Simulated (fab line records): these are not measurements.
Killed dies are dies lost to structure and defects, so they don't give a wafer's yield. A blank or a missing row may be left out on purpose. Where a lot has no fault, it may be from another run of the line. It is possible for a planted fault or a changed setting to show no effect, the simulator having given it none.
What tool caused it?    flow rit cmos    14 lots with 42 wafers sampled at 2 steps, on a route of 202 steps

== WHAT THE GAUGES SHOWED, per wafer ==
Not one reading of a measure or inspect step in the record can be checked against a usual standard deviation.

== WHICH TOOL RAN EACH LOT (tool, then ch and the chambers of the sampled wafers, then the start) ==
lot   RIT_M1_STRIP_14                      RIT_M1_PROBE_99
L622  plasma asher-01 ch 0,1, day 3 17:59  prober-01, day 3 19:53
L623  plasma asher-03 ch 0,1, day 4 00:08  prober-01, day 4 02:02
L625  plasma asher-03 ch 0,1, day 4 05:35  prober-01, day 4 07:36
L626  plasma asher-01 ch 0,1, day 4 07:21  prober-02, day 4 09:16
L627  plasma asher-01 ch 0,1, day 4 09:36  prober-01, day 4 11:31
L629  plasma asher-04 ch 0,1, day 5 00:02  prober-01, day 5 02:02
L631  plasma asher-04 ch 0,1, day 5 09:40  prober-01, day 5 11:35
L633  plasma asher-01 ch 0,1, day 6 01:09  prober-01, day 6 03:06
L635  plasma asher-04 ch 0,1, day 6 05:06  prober-01, day 6 07:04
L639  plasma asher-03 ch 1, day 6 23:08    prober-01, day 7 01:05
L641  plasma asher-03 ch 0,1, day 7 08:46  prober-01, day 7 10:40
L643  plasma asher-01 ch 0,1, day 7 18:16  prober-01, day 7 20:13
L644  plasma asher-01 ch 0,1, day 8 03:26  prober-02, day 8 05:24
L645  plasma asher-01 ch 0,1, day 8 08:49  prober-01, day 8 10:43
- RIT_M1_STRIP_14: strips in O2, time 180 s.
- RIT_M1_PROBE_99

== WHAT THE TOOLS THEMSELVES READ (means of the sampled wafers that have a number; where no wafer has one, the mark that the record gives instead) ==
RIT_M1_STRIP_14.
lot   tool             drypump motor current A (A)
L622  plasma asher-01  5.2
L623  plasma asher-03  5.8
L625  plasma asher-03  5.7
L626  plasma asher-01  5.1
L627  plasma asher-01  5.2
L629  plasma asher-04  5.6
L631  plasma asher-04  5.5
L633  plasma asher-01  5.1
L635  plasma asher-04  5.4
L639  plasma asher-03  6.0
L641  plasma asher-03  5.8
L643  plasma asher-01  5.2
L644  plasma asher-01  5.2
L645  plasma asher-01  5.2

RIT_M1_PROBE_99.
lot   tool       defect limited yield (%)  killed_at_M0_to_M3  killed at contacts  killed at front end  killed dies  killed on rim  killed open  killed short  sort_bin_3_pad_short (%)  sort_bin_5_function (%)  sort_bin_6_memory (%)  sort n pass  sort yield pct (%)
L622  prober-01  98.7                      0.0                 0.0                 3                    3            0.0            1.3          2.0           0.0                       0.6                      0.6                    261          98.7
L623  prober-01  97.1                      0.0                 0.0                 8                    8            2.0            3.3          4.0           0.1                       1.7                      1.1                    256          97.1
L625  prober-01  97.3                      0.0                 0.3                 7                    7            1.3            3.3          3.7           0.0                       1.7                      1.0                    257          97.3
L626  prober-02  97.2                      0.0                 0.0                 7                    7            2.0            4.7          2.3           0.0                       1.8                      1.0                    257          97.2
L627  prober-01  98.0                      0.0                 0.0                 5                    5            1.3            2.3          3.0           0.0                       1.1                      0.9                    259          98.0
L629  prober-01  98.0                      0.0                 0.0                 5                    5            1.3            3.0          2.3           0.1                       1.5                      0.4                    259          98.0
L631  prober-01  95.3                      5.3                 0.0                 7                    12           4.3            3.3          3.7           1.1                       2.1                      1.4                    252          95.3
L633  prober-01  96.5                      0.0                 0.0                 9                    9            2.0            4.3          5.0           0.4                       1.9                      1.3                    255          96.5
L635  prober-01  93.4                      11.7                0.0                 6                    17           6.3            2.7          3.0           1.4                       3.6                      1.5                    247          93.4
L639  prober-01  97.4                      0.0                 0.0                 7                    7            1.7            4.3          2.7           0.0                       1.9                      0.8                    257          97.4
L641  prober-01  98.1                      0.0                 0.0                 5                    5            2.0            3.3          1.7           0.0                       0.9                      1.0                    259          98.1
L643  prober-01  97.6                      0.0                 0.3                 6                    6            0.7            3.3          3.0           0.1                       1.0                      1.3                    258          97.6
L644  prober-02  97.7                      0.0                 0.0                 6                    6            1.7            2.0          4.0           0.3                       1.1                      0.9                    258          97.7
L645  prober-01  98.1                      0.0                 0.0                 5                    5            2.0            3.3          1.7           0.0                       1.5                      0.4                    259          98.1

== THE ANSWER, worked out from the rows above alone ==
Rule: the lots themselves supply what counts as usual. The widest of any qualifying gaps counts: lots, ordered by their means at a reading, are off when they make up no more than a third of the lots, leave a main group of 4 or more, and stand apart from it by 3 or more times the standard deviation of that group's means. Not used: any main group whose means are identical at the precision the tables above print for the reading. A lot without any number at a reading at which 4 lots or more have one is off too. All remaining lots with rows at the step are treated as sound. Order of review: gauges by route order, followed by the tools' own readings, for which a lot's mean as printed above is used. The first step at which some lot is off is used, and at that step the reading that is off furthest; a lot without a number counts as furthest.
Off: L631, L635, at RIT_M1_PROBE_99 (sort_bin_3_pad_short). For the main group the mean is 0.1 % and the standard deviation 0.13.
If a tool, at that step or one of the process steps before it, ran each lot that is off and ran no sound lot following the first of them, it fits. One fits: RIT_M1_STRIP_14 on plasma asher-04. A fault onset in the window from L629 (day 5 00:02, its last sound lot) to L631 (day 5 09:40, its first lot off) fits.

== WHAT THE SIMULATOR HAD INSERTED ==
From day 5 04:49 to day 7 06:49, plasma asher-04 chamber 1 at RIT_M1_STRIP_14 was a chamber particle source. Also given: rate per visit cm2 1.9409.
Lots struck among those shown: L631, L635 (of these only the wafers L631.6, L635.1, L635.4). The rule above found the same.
